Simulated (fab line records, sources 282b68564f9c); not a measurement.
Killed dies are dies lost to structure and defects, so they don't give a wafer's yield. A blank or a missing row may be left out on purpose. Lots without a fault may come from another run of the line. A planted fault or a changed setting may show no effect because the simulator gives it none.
Which tool did it? | flow rit_cmos | 14 lots, 42 wafers sampled, at 3 steps of a route of 202

WHAT THE GAUGES READ, wafer by wafer
RIT_SDANNEAL_RS_MEAS_04: measures by four-point-probe. Usual: PSD_RS 116.15 ohm/sq, standard deviation 0.28.
lot  | measured    | on            | PSD_RS (ohm/sq)      | flag
L470 | day 3 03:47 | film_metro-01 | 115.96 115.79 115.68 |
L471 | day 3 10:35 | film_metro-03 | 116.36 116.25 116.12 |
L472 | day 3 13:13 | film_metro-01 | 116.17 116.18 115.95 |
L473 | day 3 20:49 | film_metro-03 | 116.11 115.84 115.81 |
L474 | day 4 02:22 | film_metro-04 | 116.27 116.34 116.59 |
L475 | day 4 07:51 | film_metro-03 | 115.85 115.94 116.08 |
L476 | day 4 13:05 | film_metro-01 | 116.20 116.05 116.24 |
L481 | day 5 15:20 | film_metro-01 | 116.36 116.43 116.24 |
L483 | day 6 05:30 | film_metro-01 | 113.41 113.64 113.84 | OFF
L485 | day 6 16:22 | film_metro-03 | 113.31 113.17 113.14 | OFF
L487 | day 6 20:06 | film_metro-01 | 116.19 116.55 115.97 |
L489 | day 7 06:40 | film_metro-01 | 116.22 116.76 116.14 |
L491 | day 7 12:41 | film_metro-01 | 116.31 116.48 116.32 |
L493 | day 7 22:51 | film_metro-03 | 115.81 115.96 116.10 |

RIT_SDANNEAL_RS_MEAS_06: measures by four-point-probe. Usual: PLDD_RS 178.5 ohm/sq, standard deviation 0.49.
lot  | measured    | on            | PLDD_RS (ohm/sq)  | flag
L470 | day 3 04:01 | film_metro-01 | 178.4 178.3 178.3 |
L471 | day 3 10:50 | film_metro-03 | 178.4 178.4 178.8 |
L472 | day 3 13:28 | film_metro-01 | 177.7 178.4 177.8 |
L473 | day 3 21:04 | film_metro-03 | 177.6 178.4 178.3 |
L474 | day 4 02:37 | film_metro-04 | 178.4 178.8 178.5 |
L475 | day 4 08:05 | film_metro-03 | 178.9 179.3 178.6 |
L476 | day 4 13:20 | film_metro-01 | 178.6 179.6 179.0 |
L481 | day 5 15:35 | film_metro-01 | 179.8 180.2 179.3 |
L483 | day 6 05:44 | film_metro-01 | 176.3 175.7 175.9 | OFF
L485 | day 6 16:36 | film_metro-03 | 175.5 175.6 175.6 | OFF
L487 | day 6 20:20 | film_metro-01 | 178.7 179.0 178.4 |
L489 | day 7 06:54 | film_metro-01 | 178.6 179.2 178.6 |
L491 | day 7 12:56 | film_metro-01 | 178.3 178.6 178.1 |
L493 | day 7 23:05 | film_metro-03 | 178.3 178.6 178.7 |

WHICH TOOL RAN EACH LOT (tool, then ch and the chambers of the sampled wafers, then the start)
lot  | RIT_SDANNEAL_RTA_03
L470 | rtp_anneal-01 ch 0, day 3 03:43
L471 | rtp_anneal-02 ch 0, day 3 10:32
L472 | rtp_anneal-01 ch 0, day 3 13:09
L473 | rtp_anneal-02 ch 0, day 3 20:44
L474 | rtp_anneal-01 ch 0, day 4 02:19
L475 | rtp_anneal-02 ch 0, day 4 07:46
L476 | rtp_anneal-01 ch 0, day 4 13:02
L481 | rtp_anneal-02 ch 0, day 5 15:17
L483 | rtp_anneal-02 ch 0, day 6 05:26
L485 | rtp_anneal-02 ch 0, day 6 16:18
L487 | rtp_anneal-01 ch 0, day 6 20:02
L489 | rtp_anneal-01 ch 0, day 7 06:35
L491 | rtp_anneal-01 ch 0, day 7 12:38
L493 | rtp_anneal-01 ch 0, day 7 22:46
- RIT_SDANNEAL_RTA_03: time 5 s.

WHAT THE TOOLS THEMSELVES READ (means of the sampled wafers that have a number; where no wafer has one, the mark that the record gives instead)
RIT_SDANNEAL_RTA_03. Usual: wafer_temp_C_max 1053.6, standard deviation 1.3.
lot  | tool          | wafer_temp_C_max | flag
L470 | rtp_anneal-01 | 1052.4           |
L471 | rtp_anneal-02 | 1053.3           |
L472 | rtp_anneal-01 | 1053.8           |
L473 | rtp_anneal-02 | 1053.1           |
L474 | rtp_anneal-01 | 1053.2           |
L475 | rtp_anneal-02 | 1052.2           |
L476 | rtp_anneal-01 | 1053.8           |
L481 | rtp_anneal-02 | 1055.2           |
L483 | rtp_anneal-02 | 1053.6           |
L485 | rtp_anneal-02 | 1053.1           |
L487 | rtp_anneal-01 | 1053.8           |
L489 | rtp_anneal-01 | 1053.4           |
L491 | rtp_anneal-01 | 1054.7           |
L493 | rtp_anneal-01 | 1054.0           |

THE ANSWER, worked out from the rows above alone
Rule: a lot is off if the mean of its wafers that have a number lies more than 3 standard deviations from the usual mean. A lot without any number at a reading at which 4 lots or more have one is off too. The other lots that the step has rows for count as sound. The gauges are gone through in route order, then the tools' own readings, and for those a lot's mean is taken as printed above. The first step at which some lot is off is used, and at that step the reading that is off furthest; a lot without a number counts as furthest.
Off: L483, L485, at RIT_SDANNEAL_RS_MEAS_04 (PSD_RS).
A tool fits if, at a process step before that reading, it ran every lot that is off, and no sound lot after the first of them. The gauges at RIT_SDANNEAL_RS_MEAS_04 are tried like those tools. One fits: rtp_anneal-02 at RIT_SDANNEAL_RTA_03. Its last sound lot is L481 (day 5 15:17), its first lot that is off L483 (day 6 05:26): a fault that began between those two fits.

WHAT THE SIMULATOR HAD PUT IN
Process parameter drift: rtp_anneal-02, from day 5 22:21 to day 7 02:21, at RIT_SDANNEAL_RTA_03. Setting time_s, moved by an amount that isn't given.
Lots struck among those shown: L483, L485. The rule above found the same.
